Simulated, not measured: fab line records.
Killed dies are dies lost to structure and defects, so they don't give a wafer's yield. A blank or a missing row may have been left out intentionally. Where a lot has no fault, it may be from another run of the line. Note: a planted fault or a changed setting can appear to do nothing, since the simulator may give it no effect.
A lot that was struck, set against a sound lot || flow berkeley cmos170 || 15 steps out of a route of 331
Sound: the wafers L596.3, L596.4, L596.5. Struck: wafer L584.1 (left out: L584.2, L584.6 of the same lot, which were not struck); the cause appears at the end.
Each step with rows lists, per side, the tool, then ch with its chambers, then its first start. Under that, the readings that differ: sound wafers || struck wafers || difference of the means || sigmas: that difference in standard deviations of wafers without a fault.
alike: readings whose means differ by less than 2 such deviations, and words and numbers that are the same on both sides. not compared: withheld readings, readings that some wafer has no value for, bounds like >300 that may hide the same value, and numbers for which the record gives no deviation and whose values overlap.
A row with sigmas, a row that says differs or no value, or rows on one side alone: a step with any of these is where the two part. Numbers that don't overlap but have no deviation are shown without sigmas and don't part them. A reading missing from all wafers of one side parts the sides only when that side holds two or more wafers.

first, 3 steps without rows for these wafers: UCB170_NSD_EXPOSE_03 (exposes mask NSELECT MOD, target cd 1200 nm); UCB170_NSD_PEB_04; UCB170_NSD_DEVELOP_05 (develop time 45 s).
UCB170_NSD_CD_MEAS_06 targets a cd of 1200 nm.
  struck on cd sem-02, day 9 03:52; sound on cd sem-01, day 11 15:30
  alike: cd nm
UCB170_NSD_OVL_MEAS_07:
  struck on overlay-01, day 9 03:59; sound on overlay-01, day 11 15:35
  alike: NSD_OVL
then, 1 step without rows for these wafers: UCB170_NSD_IMPLANT_08.
UCB170_NSD_STRIP_09: strips in O2.
  sound on plasma asher-02 ch 0,1, day 11 15:47; struck on plasma asher-01 ch 1, day 9 04:11
{"reading": "rf hours counter h (h)", "sound": "- - -", "struck": 40, "difference": "no value on the sound wafers", "sigmas": ""}
  alike: drypump motor current A, oes product au, strip time to endpoint s
UCB170_NSD_TW_MEAS_10:
  struck on film metro-03, day 9 04:17; sound on film metro-04, day 11 15:53
  alike: NSD_TW
then, 4 steps without rows for these wafers: UCB170_NSD_CLEAN_11 (cleans in SPM, time 600 s); UCB170_BACKSIDE_HMDS_00 (prime time 60 s); UCB170_BACKSIDE_COAT_01 (resist thk 900 nm); UCB170_BACKSIDE_SOFTBAKE_02 (time 60 s).
UCB170_BACKSIDE_STRIP_03: strips in O2.
  sound on plasma asher-03 ch 0,1, day 11 17:07; struck on plasma asher-02 ch 1, day 9 05:11
{"reading": "oes product au (a.u.)", "sound": "0.727 0.738 0.728", "struck": 0.671, "difference": -0.060, "sigmas": -13}
{"reading": "rf hours counter h (h)", "sound": "- - -", "struck": 47, "difference": "no value on the sound wafers", "sigmas": ""}
{"reading": "strip time to endpoint s (s)", "sound": "21.94 21.90 21.99", "struck": 25.28, "difference": "+3.34", "sigmas": "+51"}
  alike: drypump motor current A
then, 2 steps without rows for these wafers: UCB170_BACKSIDE_CLEAN_04 (cleans in SPM, time 600 s); UCB170_M3_PROBE_99.

== WHERE THEY PART ==
First at UCB170_NSD_STRIP_09; last, within this record, at UCB170_BACKSIDE_STRIP_03.

WHY: what had been put in by the simulator
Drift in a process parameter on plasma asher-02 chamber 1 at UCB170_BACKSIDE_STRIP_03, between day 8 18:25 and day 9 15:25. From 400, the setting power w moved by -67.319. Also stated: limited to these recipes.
